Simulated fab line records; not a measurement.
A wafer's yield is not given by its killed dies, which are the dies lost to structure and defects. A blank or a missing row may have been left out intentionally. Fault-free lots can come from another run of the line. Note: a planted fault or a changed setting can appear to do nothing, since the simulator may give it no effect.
The tool behind it: which one? -- flow berkeleyCmos170 -- Sampling: 14 lots, 42 wafers, 3 of 331 route steps

== WHAT THE GAUGES SHOWED, per wafer ==
UCB170_START_THK_MEAS_03.
lot,measured,on,START_OXIDE_THK (nm)
L949,day 1 15:32,filmMetro-03,20.4 20.5 20.5
L950,day 1 17:38,filmMetro-01,19.4 19.5 19.3
L952,day 2 04:28,filmMetro-03,20.9 20.7 21.2
L953,day 2 09:59,filmMetro-01,20.0 20.1 19.5
L954,day 2 15:11,filmMetro-03,20.3 20.0 20.3
L955,day 2 19:29,filmMetro-04,20.5 20.7 20.6
L956,day 3 00:50,filmMetro-03,20.4 20.1 20.2
L957,day 3 06:35,filmMetro-01,20.0 19.5 19.7
L958,day 3 12:26,filmMetro-04,19.9 19.8 20.0
L960,day 3 23:11,filmMetro-03,17.6 17.4 17.2
L962,day 4 07:11,filmMetro-01,17.9 17.7 17.8
L966,day 5 02:07,filmMetro-04,20.5 20.2 20.1
L971,day 6 04:53,filmMetro-04,19.9 20.2 19.8
L972,day 6 09:41,filmMetro-04,19.7 19.8 19.8

UCB170_ACTIVE_CD_MEAS_13 targets a cd of 1200 nm.
lot,measured,on,cdNm (nm)
L949,day 4 03:55,cdSem-02,1198.3 1199.1 1199.3
L950,day 4 04:12,cdSem-01,1200.1 1201.2 1199.6
L952,day 4 18:35,cdSem-01,1198.7 1199.8 1199.5
L953,day 4 18:58,cdSem-01,1200.3 1200.2 1200.4
L954,day 5 05:40,cdSem-02,1201.1 1200.8 1200.8
L955,day 5 09:45,cdSem-01,1200.1 1200.0 1201.2
L956,day 5 15:49,cdSem-02,1201.1 1199.4 1200.8
L957,day 5 21:38,cdSem-01,1196.9 1197.9 1197.7
L958,day 6 04:18,cdSem-01,1200.6 1200.2 1201.4
L960,day 6 13:48,cdSem-01,1199.6 1199.5 1198.9
L962,day 6 21:25,cdSem-02,1197.0 1197.3 1196.9
L966,day 7 14:38,cdSem-01,1197.5 1197.2 1198.2
L971,day 8 21:36,cdSem-02,1200.9 1200.3 1199.7
L972,day 9 00:04,cdSem-01,1200.9 1200.1 1200.3

== WHICH TOOL RAN EACH LOT (tool, then ch and the chambers of the sampled wafers, then the start) ==
lot,UCB170_START_OXIDATION_02
L949,"furnace-01 ch 0, day 1 14:02"
L950,"furnace-02 ch 0, day 1 16:07"
L952,"furnace-03 ch 0, day 2 02:58"
L953,"furnace-02 ch 0, day 2 08:29"
L954,"furnace-01 ch 0, day 2 13:41"
L955,"furnace-03 ch 0, day 2 17:59"
L956,"furnace-02 ch 0, day 2 23:20"
L957,"furnace-03 ch 0, day 3 05:05"
L958,"furnace-03 ch 0, day 3 10:56"
L960,"furnace-03 ch 0, day 3 21:41"
L962,"furnace-03 ch 0, day 4 05:41"
L966,"furnace-02 ch 0, day 5 00:37"
L971,"furnace-02 ch 0, day 6 03:23"
L972,"furnace-01 ch 0, day 6 08:10"
- UCB170_START_OXIDATION_02: target thk 20 nm, ox time 1800 s.

== AS READ BY THE TOOLS THEMSELVES (means over the sampled wafers that have a number; for cases with no such wafer, the mark the record gives instead) ==
UCB170_START_OXIDATION_02.
lot,tool,zonePowerCentrePct (%)
L949,furnace-01,47.7
L950,furnace-02,43.4
L952,furnace-03,45.7
L953,furnace-02,43.3
L954,furnace-01,47.2
L955,furnace-03,45.5
L956,furnace-02,43.1
L957,furnace-03,45.6
L958,furnace-03,45.4
L960,furnace-03,45.7
L962,furnace-03,45.6
L966,furnace-02,43.7
L971,furnace-02,43.5
L972,furnace-01,47.0

== THE ANSWER, worked out from the rows above alone ==
Rule: the lots themselves supply what counts as usual. The widest of any qualifying gaps counts: lots, ordered by their means at a reading, are off when they make up no more than a third of the lots, leave a main group of 4 or more, and stand apart from it by 3 or more times the standard deviation of that group's means. Not used: any main group whose means are identical at the precision the tables above print for the reading. A lot without any number at a reading at which 4 lots or more have one is off too. All remaining lots with rows at the step are treated as sound. The gauges are gone through in route order, then the tools' own readings, and for those a lot's mean is taken as printed above. The first step at which some lot is off is used, and at that step the reading that is off furthest; a lot without a number counts as furthest.
Off: L960, L962, at UCB170_START_THK_MEAS_03 (START_OXIDE_THK). The main group: mean 20.1 nm, standard deviation 0.41.
If a tool, at a process step before that reading, ran all the lots that are off and no sound lot after the first of them, it fits. The gauges at UCB170_START_THK_MEAS_03 are tried like those tools. One fits: UCB170_START_OXIDATION_02 on furnace-03. Its last sound lot is L958 (day 3 10:56), its first lot that is off L960 (day 3 21:41): a fault that began between those two fits.

== WHAT THE SIMULATOR PUT IN ==
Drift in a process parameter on furnace-03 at UCB170_START_OXIDATION_02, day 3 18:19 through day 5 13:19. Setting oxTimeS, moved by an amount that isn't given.
Lots struck among those shown: L960, L962. The rule given above showed the same thing.
